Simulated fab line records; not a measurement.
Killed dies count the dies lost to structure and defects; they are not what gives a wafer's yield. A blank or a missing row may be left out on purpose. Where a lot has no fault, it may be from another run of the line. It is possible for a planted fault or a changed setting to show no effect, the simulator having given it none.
Which tool is to blame? :: flow berkeley cmos170 :: 45 wafers sampled from 15 lots at 1 step of a route of 331

WHAT THE GAUGES SHOWED, per wafer
Not one reading of a measure or inspect step in the record can be checked against a usual standard deviation.

TOOL THAT RAN EACH LOT (tool first, then ch and the chambers of the sampled wafers, then the start)
lot: L470
UCB170_GATE_DEVELOP_11: litho track-04 ch 0, day 8 03:00

lot: L473
UCB170_GATE_DEVELOP_11: litho track-04 ch 0, day 8 16:00

lot: L471
UCB170_GATE_DEVELOP_11: litho track-02 ch 0, day 8 17:00

lot: L474
UCB170_GATE_DEVELOP_11: litho track-02 ch 0, day 8 22:00

lot: L476
UCB170_GATE_DEVELOP_11: litho track-02, day 9 06:00

lot: L477
UCB170_GATE_DEVELOP_11: litho track-02, day 9 06:00

lot: L478
UCB170_GATE_DEVELOP_11: litho track-02, day 10 02:00

lot: L480
UCB170_GATE_DEVELOP_11: litho track-04 ch 0, day 10 08:00

lot: L482
UCB170_GATE_DEVELOP_11: litho track-02 ch 0, day 10 23:00

lot: L486
UCB170_GATE_DEVELOP_11: litho track-02 ch 0, day 11 04:00

lot: L485
UCB170_GATE_DEVELOP_11: litho track-04 ch 0, day 11 04:00

lot: L484
UCB170_GATE_DEVELOP_11: litho track-02 ch 0, day 11 04:00

lot: L487
UCB170_GATE_DEVELOP_11: litho track-03 ch 0, day 11 10:00

lot: L489
UCB170_GATE_DEVELOP_11: litho track-04 ch 0, day 12 14:00

lot: L490
UCB170_GATE_DEVELOP_11: litho track-03 ch 0, day 12 14:00
- UCB170_GATE_DEVELOP_11: develop time 45 s.

AS READ BY THE TOOLS THEMSELVES (means over the sampled wafers that have a number; for cases with no such wafer, the mark the record gives instead)
UCB170_GATE_DEVELOP_11. Usual: 22.99 C for chill plate temp C, sd 0.11.
lot: L470
tool: litho track-04
chill plate temp C (C): 22.97
flag: 

lot: L473
tool: litho track-04
chill plate temp C (C): 23.04
flag: 

lot: L471
tool: litho track-02
chill plate temp C (C): 22.89
flag: 

lot: L474
tool: litho track-02
chill plate temp C (C): 23.03
flag: 

lot: L476
tool: litho track-02
chill plate temp C (C): -
flag: OFF

lot: L477
tool: litho track-02
chill plate temp C (C): -
flag: OFF

lot: L478
tool: litho track-02
chill plate temp C (C): -
flag: OFF

lot: L480
tool: litho track-04
chill plate temp C (C): 22.95
flag: 

lot: L482
tool: litho track-02
chill plate temp C (C): 22.92
flag: 

lot: L486
tool: litho track-02
chill plate temp C (C): 23.00
flag: 

lot: L485
tool: litho track-04
chill plate temp C (C): 23.17
flag: 

lot: L484
tool: litho track-02
chill plate temp C (C): 22.87
flag: 

lot: L487
tool: litho track-03
chill plate temp C (C): 22.99
flag: 

lot: L489
tool: litho track-04
chill plate temp C (C): 22.92
flag: 

lot: L490
tool: litho track-03
chill plate temp C (C): 22.97
flag: 

THE ANSWER, worked out from the rows above alone
Rule: take the mean of a lot's wafers that have a number; if it is more than 3 standard deviations from the usual mean, the lot is off. A lot without any number at a reading at which 4 lots or more have one is off too. The other lots that the step has rows for count as sound. First the gauges in route order, then the tools' own readings, where a lot's mean is used as printed above. The first step at which some lot is off is used, and at that step the reading that is off furthest; a lot without a number counts as furthest.
Off, at UCB170_GATE_DEVELOP_11 on chill plate temp C: L476, L477, L478. Without a number there: L476, L477, L478.
A tool fits if, at that step or a process step before it, it ran every lot that is off, and no sound lot after the first of them. None of those tried fits.

WHAT THE SIMULATOR PUT IN
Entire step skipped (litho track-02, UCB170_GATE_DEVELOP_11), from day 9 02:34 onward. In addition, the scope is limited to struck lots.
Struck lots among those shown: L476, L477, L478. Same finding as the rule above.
